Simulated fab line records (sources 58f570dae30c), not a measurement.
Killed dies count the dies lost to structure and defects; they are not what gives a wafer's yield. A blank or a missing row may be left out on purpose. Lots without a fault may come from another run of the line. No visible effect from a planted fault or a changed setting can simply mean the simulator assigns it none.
A struck lot beside a sound one / flow berkeley cmos170 / 13 out of 331 route steps
Sound: wafers L185.2, L185.3, L185.5. Struck: wafers L187.2, L187.4, L187.6. The cause comes at the end.
For every step that has rows: the tool of each side, followed by ch and its chambers, followed by its first start. Under that, the readings that differ: sound wafers / struck wafers / difference of the means / sigmas: that difference in standard deviations of wafers without a fault.
alike: readings with means less than 2 such deviations apart, plus words and numbers identical on both sides. not compared: withheld readings, readings lacking a value on some wafer, bounds such as >300 that could conceal the same value, and numbers that have no deviation in the record and whose values overlap.
The two part at a step that has a row with sigmas, a row that says differs or no value, or rows on one side only. Numbers that have no deviation but don't overlap get no sigmas and don't part them. A reading missing from all wafers of one side parts the sides only when that side holds two or more wafers.

UCB170_START_BOW_MEAS_00:
  sound on film metro-02 at day 2 21:01; struck on film metro-04 at day 3 07:01
  alike: INCOMING_BOW
then, 2 steps without rows for these wafers: UCB170_START_CLEAN_01 (cleans in dHF, time 60 s); UCB170_START_OXIDATION_02 (target thk 20 nm, ox time 1800 s).
UCB170_START_THK_MEAS_03:
  sound on film metro-04 at day 3 02:31; struck on film metro-02 at day 3 14:14
  alike: START_OXIDE_THK
then, 4 steps without rows for these wafers: UCB170_START_ANNEAL_04 (time 1200 s); UCB170_ZERO_HMDS_00 (prime time 60 s); UCB170_ZERO_COAT_01 (resist thk 900 nm); UCB170_ZERO_SOFTBAKE_02 (time 60 s).
UCB170_ZERO_EXPOSE_03: exposes mask PM MARKS, target cd 4000 nm.
  struck on krf scanner-02, day 3 19:53; sound on krf scanner-02 ch 0, day 3 08:29
  no value came back on the struck wafers for exposure dose mJ cm2, focus offset nm (nm); on the sound wafers exposure dose mJ cm2 reads 30.001 29.973 29.998
  alike: mask
then, 2 steps without rows for these wafers: UCB170_ZERO_PEB_04; UCB170_ZERO_DEVELOP_05 (develop time 45 s).
UCB170_ZERO_ETCH_06: etches SiO2 in CHF3/CF4/Ar, time 12 s.
  sound on rie diel-03 ch 1,2, day 3 08:52; struck on rie diel-03 ch 2,3, day 3 20:15
reading=oes product au (a.u.); sound=0.602 0.607 0.606; struck=0.369 0.375 0.376; difference=-0.232; sigmas=-25
  alike: drypump motor current A, throttle valve pct
  not compared: rf hours counter h
UCB170_ZERO_STRIP_07: strips in O2.
  sound on plasma asher-03 ch 1, day 3 08:53; struck on plasma asher-04 ch 0,1, day 3 20:17
  alike: drypump motor current A, oes product au, strip time to endpoint s
  not compared: rf hours counter h

WHERE THEY PART
First at UCB170_ZERO_EXPOSE_03; last, within this record, at UCB170_ZERO_ETCH_06. Later steps at which nothing parts them and some readings are alike: UCB170_ZERO_STRIP_07.

WHY: the cause the simulator had injected
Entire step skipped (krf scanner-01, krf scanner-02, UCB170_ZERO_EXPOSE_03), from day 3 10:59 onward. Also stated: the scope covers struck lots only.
